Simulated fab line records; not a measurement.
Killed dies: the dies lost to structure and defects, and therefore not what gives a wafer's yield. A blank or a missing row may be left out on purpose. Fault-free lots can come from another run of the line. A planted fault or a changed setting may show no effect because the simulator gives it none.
A struck lot beside a sound one    flow berkeley_cmos170    17 out of 331 route steps
Sound: wafers L681.1, L681.4, L681.6. Wafers struck: L679.1, L679.3, L679.5. At the end, the cause is stated.
Order at every step that has rows: each side's tool, ch and its chambers, its first start. Under that, the readings that differ: sound wafers    struck wafers    difference of the means    sigmas: that difference in standard deviations of wafers without a fault.
alike: words and numbers the same on both sides, and readings whose means are apart by under 2 such deviations; not compared: readings that were withheld, readings missing a value for some wafer, numbers with overlapping values and no deviation given by the record, and bounds like >300 which may hide the same value.
The two part at a step that has a row with sigmas, a row that says differs or no value, or rows on one side only. Numbers that have no deviation but don't overlap get no sigmas and don't part them. A reading missing from all wafers of one side parts the sides only when that side holds two or more wafers.

UCB170_SACOX_THK_MEAS_02:
  sound on film_metro-02 at day 7 08:43; struck on film_metro-04 at day 7 00:38
  alike: SACOX_OXIDE_THK
then, 2 steps without rows for these wafers: UCB170_SCREENOX_WET_ETCH_00 (etches SiO2 in dHF, time 200 s); UCB170_SCREENOX_OXIDATION_01 (target thk 14.4 nm, ox time 2400 s).
UCB170_SCREENOX_THK_MEAS_02:
  sound on film_metro-02 at day 7 14:27; struck on film_metro-02 at day 7 06:08
  alike: SCREENOX_OXIDE_THK
then, 7 steps without rows for these wafers: UCB170_SCREENOX_ANNEAL_03 (time 900 s); UCB170_NVT_HMDS_00 (prime time 60 s); UCB170_NVT_COAT_01 (resist thk 900 nm); UCB170_NVT_SOFTBAKE_02 (time 60 s); UCB170_NVT_EXPOSE_03 (exposes mask PWELL, target cd 3000 nm); UCB170_NVT_PEB_04; UCB170_NVT_DEVELOP_05 (develop time 45 s).
UCB170_NVT_OVL_MEAS_06:
  sound on overlay-01 at day 7 20:29; struck on overlay-01 at day 7 12:50
  alike: NVT_OVL
UCB170_NVT_IMPLANT_07:
  sound on implanter-03 ch 0, day 7 20:31; struck on implanter-03 ch 0, day 7 13:11
  alike: beam_energy_keV, dose_ions_cm2, end_station_pressure_torr
UCB170_NVT_STRIP_08: strips in O2.
  sound on plasma_asher-01 ch 1, day 7 20:40; struck on plasma_asher-03 ch 0,1, day 7 13:20
  alike: drypump_motor_current_A, oes_product_au, strip_time_to_endpoint_s
  not compared: rf_hours_counter_h
UCB170_NVT_TW_MEAS_09:
  sound on film_metro-04 at day 7 20:46; struck on film_metro-03 at day 7 13:26
reading  sound        struck       difference  sigmas
NVT_TW   518 517 518  644 640 646  +126        +35
then, 1 step without rows for these wafers: UCB170_NVT_CLEAN_10 (cleans in SPM, time 600 s).
-- the record jumps here: 3 days lie between the struck wafers' starts before and after (it left off in module NVT and takes up again in module M3, whose first step shown is number 331 of the route) --
UCB170_M3_PROBE_99:
  only the struck wafers here have rows in the record (prober-01, day 10 12:22); the sound ones have none

WHERE THEY PART
Earliest at UCB170_NVT_TW_MEAS_09; latest, in this record, at UCB170_M3_PROBE_99.

WHY: the cause the simulator had injected
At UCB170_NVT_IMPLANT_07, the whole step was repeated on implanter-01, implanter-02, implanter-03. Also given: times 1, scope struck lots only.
